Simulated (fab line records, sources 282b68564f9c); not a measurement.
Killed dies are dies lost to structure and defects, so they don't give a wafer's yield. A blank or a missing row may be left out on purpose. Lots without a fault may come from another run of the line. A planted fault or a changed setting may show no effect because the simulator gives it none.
Which tool did it? | flow rit_cmos | 14 lots, 42 wafers sampled, at 3 steps of a route of 202

WHAT THE GAUGES READ, wafer by wafer
RIT_FOX2_THK_MEAS_90.
lot  | measured    | on            | FIELD_OXIDE_LEFT_1_THK (nm)
L138 | day 1 22:16 | film_metro-03 | 316 317 314
L140 | day 2 07:00 | film_metro-04 | 317 322 317
L141 | day 2 11:45 | film_metro-03 | 323 314 320
L142 | day 2 16:19 | film_metro-03 | 314 317 313
L146 | day 3 14:43 | film_metro-02 | 313 310 309
L149 | day 4 04:07 | film_metro-04 | 325 323 322
L151 | day 4 12:39 | film_metro-02 | 328 329 327
L152 | day 4 19:19 | film_metro-04 | 321 324 323
L153 | day 4 23:42 | film_metro-02 | 328 336 330
L154 | day 5 04:53 | film_metro-04 | 319 326 320
L155 | day 5 10:29 | film_metro-02 | 326 331 332
L157 | day 6 04:21 | film_metro-03 | 319 323 325
L160 | day 6 09:57 | film_metro-02 | 326 328 329
L161 | day 6 18:49 | film_metro-03 | 325 335 323

RIT_GATE_CD_MEAS_90: target cd 150 nm.
lot  | measured    | on        | cd_nm (nm)
L138 | day 2 18:24 | cd_sem-01 | 147.8 147.1 147.6
L140 | day 3 05:34 | cd_sem-02 | 148.3 149.8 148.8
L141 | day 3 06:08 | cd_sem-01 | 146.8 148.1 147.0
L142 | day 3 12:02 | cd_sem-01 | 148.4 147.8 148.2
L146 | day 4 09:07 | cd_sem-02 | 151.3 151.9 152.1
L149 | day 5 00:13 | cd_sem-01 | 150.0 149.5 149.2
L151 | day 5 07:09 | cd_sem-02 | 150.9 150.8 150.2
L152 | day 5 16:29 | cd_sem-01 | 147.8 149.3 148.2
L153 | day 5 23:04 | cd_sem-01 | 147.7 150.9 150.4
L154 | day 6 07:41 | cd_sem-02 | 148.9 148.7 146.6
L155 | day 6 07:50 | cd_sem-01 | 153.1 150.6 152.7
L157 | day 7 00:53 | cd_sem-02 | 149.9 148.1 151.0
L160 | day 7 09:13 | cd_sem-01 | 151.2 150.3 152.0
L161 | day 7 15:35 | cd_sem-01 | 147.6 148.3 146.7

WHICH TOOL RAN EACH LOT (tool, then ch and the chambers of the sampled wafers, then the start)
lot  | RIT_PWELL_STRIP_09
L138 | plasma_asher-01 ch 0,1, day 2 01:33
L140 | plasma_asher-02 ch 0,1, day 2 10:11
L141 | plasma_asher-04 ch 0,1, day 2 14:50
L142 | plasma_asher-04 ch 0,1, day 2 19:25
L146 | plasma_asher-04 ch 0,1, day 3 17:55
L149 | plasma_asher-04 ch 0,1, day 4 07:17
L151 | plasma_asher-04 ch 0, day 4 15:42
L152 | plasma_asher-01 ch 0,1, day 4 22:29
L153 | plasma_asher-02 ch 0,1, day 5 02:45
L154 | plasma_asher-01 ch 0,1, day 5 08:09
L155 | plasma_asher-04 ch 0,1, day 5 13:53
L157 | plasma_asher-04 ch 0,1, day 6 07:35
L160 | plasma_asher-04 ch 0,1, day 6 13:12
L161 | plasma_asher-04 ch 0,1, day 6 21:53
- RIT_PWELL_STRIP_09: strips in O2, time 180 s.

WHAT THE TOOLS THEMSELVES READ (means of the sampled wafers that have a number; where no wafer has one, the mark that the record gives instead)
RIT_PWELL_STRIP_09.
lot  | tool            | drypump_motor_current_A (A)
L138 | plasma_asher-01 | 5.66
L140 | plasma_asher-02 | 5.81
L141 | plasma_asher-04 | 6.19
L142 | plasma_asher-04 | 6.29
L146 | plasma_asher-04 | 6.13
L149 | plasma_asher-04 | 6.16
L151 | plasma_asher-04 | 6.01
L152 | plasma_asher-01 | 5.66
L153 | plasma_asher-02 | 5.83
L154 | plasma_asher-01 | 5.64
L155 | plasma_asher-04 | 6.27
L157 | plasma_asher-04 | 6.31
L160 | plasma_asher-04 | 6.15
L161 | plasma_asher-04 | 6.15

THE ANSWER, worked out from the rows above alone
Rule: what is usual is taken from the lots themselves. Put in order of their means at a reading, lots are off if they are a third of the lots or fewer, leave a main group of 4 or more, and stand apart from it by a gap of 3 or more times the standard deviation of the main group's means; of several such gaps the widest counts. A main group whose means are all the same, to the digits that the tables above print for the reading, isn't used. A lot without any number at a reading at which 4 lots or more have one is off too. The other lots that the step has rows for count as sound. The gauges are gone through in route order, then the tools' own readings, and for those a lot's mean is taken as printed above. The first step at which some lot is off is used, and at that step the reading that is off furthest; a lot without a number counts as furthest.
No lot is off at any reading shown: from this, nothing can be told.

WHAT THE SIMULATOR HAD PUT IN
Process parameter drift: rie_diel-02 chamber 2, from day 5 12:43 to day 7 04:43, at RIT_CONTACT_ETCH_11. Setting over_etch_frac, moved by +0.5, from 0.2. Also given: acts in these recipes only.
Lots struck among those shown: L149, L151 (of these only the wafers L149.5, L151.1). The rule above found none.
